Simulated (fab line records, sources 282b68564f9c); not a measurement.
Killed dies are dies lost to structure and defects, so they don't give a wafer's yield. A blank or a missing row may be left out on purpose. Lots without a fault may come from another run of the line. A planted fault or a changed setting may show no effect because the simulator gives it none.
Which tool did it? | flow rit_cmos | 13 lots, 39 wafers sampled, at 4 steps of a route of 202

WHAT THE GAUGES READ, wafer by wafer
RIT_CONTACT_CD_MEAS_90: target cd 1000 nm. Usual: cd_nm 999.0 nm, standard deviation 2.1.
lot  | measured    | on        | cd_nm (nm)           | flag
L374 | day 3 10:35 | cd_sem-01 | 1001.8 1001.0 1000.3 |
L375 | day 3 16:40 | cd_sem-01 | 997.2 995.9 997.5    |
L376 | day 3 19:56 | cd_sem-01 | 1001.3 1000.7 1001.7 |
L377 | day 4 02:07 | cd_sem-02 | 996.9 997.9 998.1    |
L378 | day 4 06:37 | cd_sem-01 | 999.1 998.0 999.9    |
L379 | day 4 11:32 | cd_sem-02 | 998.0 999.0 999.0    |
L386 | day 5 22:10 | cd_sem-01 | 1000.2 999.0 1002.0  |
L388 | day 6 08:39 | cd_sem-01 | 993.8 995.3 994.1    |
L392 | day 7 04:16 | cd_sem-02 | 999.0 1000.1 1001.3  |
L394 | day 7 10:03 | cd_sem-01 | 1001.2 1000.5 1000.6 |
L395 | day 7 17:19 | cd_sem-01 | 994.9 997.6 994.2    |
L396 | day 7 21:20 | cd_sem-01 | 999.9 999.8 1000.8   |
L397 | day 8 04:34 | cd_sem-01 | 994.7 994.6 995.8    |

WHICH TOOL RAN EACH LOT (tool, then ch and the chambers of the sampled wafers, then the start)
lot  | RIT_PWELL_STRIP_09                  | RIT_PSD_HMDS_00                  | RIT_SILICIDE_RTA_06
L374 | plasma_asher-03 ch 0,1, day 2 00:17 | litho_track-02 ch 0, day 3 05:52 | rtp_anneal-01 ch 0, day 3 08:37
L375 | plasma_asher-04 ch 0,1, day 2 05:18 | litho_track-03 ch 0, day 3 11:46 | rtp_anneal-02 ch 0, day 3 14:41
L376 | plasma_asher-04 ch 0,1, day 2 10:10 | litho_track-02 ch 0, day 3 15:02 | rtp_anneal-01 ch 0, day 3 17:59
L377 | plasma_asher-04 ch 0,1, day 2 14:56 | litho_track-04 ch 0, day 3 21:20 | rtp_anneal-02 ch 0, day 4 00:13
L378 | plasma_asher-04 ch 0,1, day 2 20:15 | litho_track-03 ch 0, day 4 02:01 | rtp_anneal-01 ch 0, day 4 04:47
L379 | plasma_asher-03 ch 0,1, day 3 01:50 | litho_track-02 ch 0, day 4 06:47 | rtp_anneal-02 ch 0, day 4 09:35
L386 | plasma_asher-04 ch 0,1, day 4 13:50 | litho_track-03 ch 0, day 5 17:17 | rtp_anneal-01 ch 0, day 5 20:10
L388 | plasma_asher-02 ch 0,1, day 4 22:26 | litho_track-03 ch 0, day 6 03:54 | rtp_anneal-01 ch 0, day 6 06:41
L392 | plasma_asher-03 ch 0,1, day 5 18:56 | litho_track-02 ch 0, day 6 23:41 | rtp_anneal-01 ch 0, day 7 02:26
L394 | plasma_asher-03 ch 1, day 6 03:31   | litho_track-04 ch 0, day 7 05:22 | rtp_anneal-01 ch 0, day 7 08:12
L395 | plasma_asher-03 ch 0,1, day 6 09:29 | litho_track-02 ch 0, day 7 12:44 | rtp_anneal-02 ch 0, day 7 15:30
L396 | plasma_asher-02 ch 0,1, day 6 14:37 | litho_track-04 ch 0, day 7 16:37 | rtp_anneal-01 ch 0, day 7 19:31
L397 | plasma_asher-03 ch 0,1, day 6 18:35 | litho_track-02 ch 0, day 7 23:50 | rtp_anneal-02 ch 0, day 8 02:36
- RIT_PWELL_STRIP_09: strips in O2, time 180 s.
- RIT_PSD_HMDS_00: prime time 60 s.
- RIT_SILICIDE_RTA_06: time 10 s, ramp up 5 s, ramp down 10 s.

WHAT THE TOOLS THEMSELVES READ (means of the sampled wafers that have a number; where no wafer has one, the mark that the record gives instead)
RIT_PWELL_STRIP_09. Usual: drypump_motor_current_A 5.4 A, standard deviation 0.53.
lot  | tool            | drypump_motor_current_A (A) | flag
L374 | plasma_asher-03 | 5.7                         |
L375 | plasma_asher-04 | 4.9                         |
L376 | plasma_asher-04 | 5.1                         |
L377 | plasma_asher-04 | 4.9                         |
L378 | plasma_asher-04 | 4.9                         |
L379 | plasma_asher-03 | 5.6                         |
L386 | plasma_asher-04 | 4.9                         |
L388 | plasma_asher-02 | 5.4                         |
L392 | plasma_asher-03 | 5.5                         |
L394 | plasma_asher-03 | 5.4                         |
L395 | plasma_asher-03 | 5.7                         |
L396 | plasma_asher-02 | 6.0                         |
L397 | plasma_asher-03 | 5.7                         |

RIT_PSD_HMDS_00. Usual: chill_plate_temp_C 23.02 C, standard deviation 0.12; prime_temp_c 140.00 C, standard deviation 0.13.
lot  | tool           | chill_plate_temp_C (C) | prime_temp_c (C) | flag
L374 | litho_track-02 | 22.83                  | 139.83           |
L375 | litho_track-03 | 23.00                  | 140.04           |
L376 | litho_track-02 | 22.94                  | 139.90           |
L377 | litho_track-04 | 23.04                  | 139.97           |
L378 | litho_track-03 | 23.01                  | 139.91           |
L379 | litho_track-02 | 22.88                  | 140.00           |
L386 | litho_track-03 | 22.91                  | 141.56           | OFF
L388 | litho_track-03 | 23.21                  | 141.70           | OFF
L392 | litho_track-02 | 23.10                  | 139.97           |
L394 | litho_track-04 | 23.11                  | 140.16           |
L395 | litho_track-02 | 22.95                  | 139.81           |
L396 | litho_track-04 | 22.93                  | 139.91           |
L397 | litho_track-02 | 22.94                  | 140.10           |

RIT_SILICIDE_RTA_06. Usual: wafer_temp_C_max 755.3, standard deviation 1.1.
lot  | tool          | wafer_temp_C_max | flag
L374 | rtp_anneal-01 | 755.2            |
L375 | rtp_anneal-02 | 755.4            |
L376 | rtp_anneal-01 | 755.0            |
L377 | rtp_anneal-02 | 755.2            |
L378 | rtp_anneal-01 | 754.7            |
L379 | rtp_anneal-02 | 754.7            |
L386 | rtp_anneal-01 | 754.5            |
L388 | rtp_anneal-01 | 754.7            |
L392 | rtp_anneal-01 | 754.9            |
L394 | rtp_anneal-01 | 754.8            |
L395 | rtp_anneal-02 | 755.8            |
L396 | rtp_anneal-01 | 754.6            |
L397 | rtp_anneal-02 | 757.3            |

THE ANSWER, worked out from the rows above alone
Rule: a lot is off if the mean of its wafers that have a number lies more than 3 standard deviations from the usual mean. A lot without any number at a reading at which 4 lots or more have one is off too. The other lots that the step has rows for count as sound. The gauges are gone through in route order, then the tools' own readings, and for those a lot's mean is taken as printed above. The first step at which some lot is off is used, and at that step the reading that is off furthest; a lot without a number counts as furthest.
Off: L386, L388, at RIT_PSD_HMDS_00 (prime_temp_c).
A tool fits if, at that step or a process step before it, it ran every lot that is off, and no sound lot after the first of them. One fits: litho_track-03 at RIT_PSD_HMDS_00. Its last sound lot is L378 (day 4 02:01), its first lot that is off L386 (day 5 17:17): a fault that began between those two fits.
The tool's own readings at RIT_PSD_HMDS_00 bear it out: on the lots that are off they differ by more than 5 times the standard deviation of the sound lots' means. prime_temp_c reads 141.63 C there against 139.96 C on the sound lots.

WHAT THE SIMULATOR HAD PUT IN
Process parameter drift: litho_track-03, from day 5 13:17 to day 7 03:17, at RIT_PSD_HMDS_00. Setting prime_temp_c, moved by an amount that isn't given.
Lots struck among those shown: L386, L388. The rule above found the same.
